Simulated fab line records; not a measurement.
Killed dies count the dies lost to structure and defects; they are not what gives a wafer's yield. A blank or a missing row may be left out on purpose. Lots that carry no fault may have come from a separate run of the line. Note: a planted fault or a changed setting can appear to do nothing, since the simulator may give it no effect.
Split-lot study	flow ritCmos	route with 202 steps; 5 lots, 23 wafers read

ON THE SPLIT
At RIT_PWELL_IMPLANT_08, the setting energyKev was moved away from the recipe's 170 on 8 of the 23 wafers read, by -5.2% to +5.2%. This setting was run at the recipe's value on the other wafers.

The split's own step is where the reading is taken.

THE READING
implant.drpNm (the simulator's own value, which no gauge read), in nm, at RIT_PWELL_IMPLANT_08. No usual value for it is given in the file.

wafer	tool, chamber at the split	energyKev as run	against the recipe	implant.drpNm, nm	against lot-mates on the recipe
L075.1	implanter-03, 0	161.1	-5.2%	100.9	-2.0
L075.6	implanter-03, 0	161.1	-5.2%	100.9	-2.0
L075.2	implanter-03, 0	170	recipe	102.9	-
L075.3	implanter-03, 0	170	recipe	102.9	-
L075.4	implanter-03, 0	170	recipe	102.9	-
L076.1	implanter-04, 0	178.8	+5.2%	104.3	+1.4
L076.4	implanter-04, 0	178.8	+5.2%	104.3	+1.4
L076.5	implanter-04, 0	178.8	+5.2%	104.3	+1.4
L076.2	implanter-04, 0	170	recipe	102.9	-
L076.6	implanter-04, 0	170	recipe	102.9	-
L083.1	implanter-04, 0	170	recipe	102.9	-
L083.4	implanter-04, 0	170	recipe	102.9	-
L083.6	implanter-04, 0	170	recipe	102.9	-
L084.1	implanter-04, 0	170	recipe	102.9	-
L084.2	implanter-04, 0	170	recipe	102.9	-
L084.4	implanter-04, 0	176	+3.5%	103.8	+0.9
L084.5	implanter-04, 0	176	+3.5%	103.8	+0.9
L084.6	implanter-04, 0	176	+3.5%	103.8	+0.9
L085.1	implanter-02, 0	170	recipe	102.9	-
L085.2	implanter-02, 0	170	recipe	102.9	-
L085.3	implanter-02, 0	170	recipe	102.9	-
L085.4	implanter-02, 0	170	recipe	102.9	-
L085.6	implanter-02, 0	170	recipe	102.9	-

THE FIT
A straight line over all 23 wafers: implant.drpNm changes by +0.31 nm for each +1% of energyKev; r = +0.99; the points scatter about the line by 0.13 nm.
The same after taking each lot's own level away (the mean of its wafers on the recipe; 23 wafers): +0.31 nm for each +1%; r = +0.99; scatter 0.13 nm.
Per that fit: largest energyKev move, reading shift of 1.6 nm.
The lots' own levels span 102.90 to 102.90 nm.
The two slopes are in agreement: the lot-to-lot level therefore moves the slope only a little.
Check: -1.61 nm against its lot-mates is what the line predicts for one of the wafers moved furthest among these (-5.2%) when that wafer is left out of the fit. Against them it came out at -2 nm.

THESE WAFERS: OTHER SPLITS
Other splits were also applied to these wafers ahead of the reading. Each is held against what the fit with the lots' levels taken away leaves over:
other split on the same wafers	wafers away from the commonest value	r with implant.drpNm (lot level and that fit taken away)
RIT_ACTIVE_OXIDATION_01 oxTimeS	18	+0.44
RIT_ACTIVE_SOFTBAKE_07 tempC	10	+0.00
RIT_ACTIVE_DEVELOP_10 developTimeS	7	-0.30
RIT_NWELL_COAT_01 spinRpm	11	-0.24
RIT_NWELL_HARDBAKE_07 tempC	7	+0.07
RIT_PWELL_COAT_01 spinRpm	8	-0.25

THE WHOLE CHAIN: every reading that the file lists as answering this split, in the file's order
step	what it does	reading	change (the file's fit)	r (the file's)
RIT_PWELL_IMPLANT_08		implant.rpNm (the simulator's own value, which no gauge read)	+3.7 nm for each +1% of the setting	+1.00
RIT_PWELL_IMPLANT_08		implant.drpNm (the simulator's own value, which no gauge read)	+0.315 nm for each +1% of the setting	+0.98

THE FILE'S OWN FIT
implant.drpNm changes by +0.315 nm for each +1% of energyKev, r = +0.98.
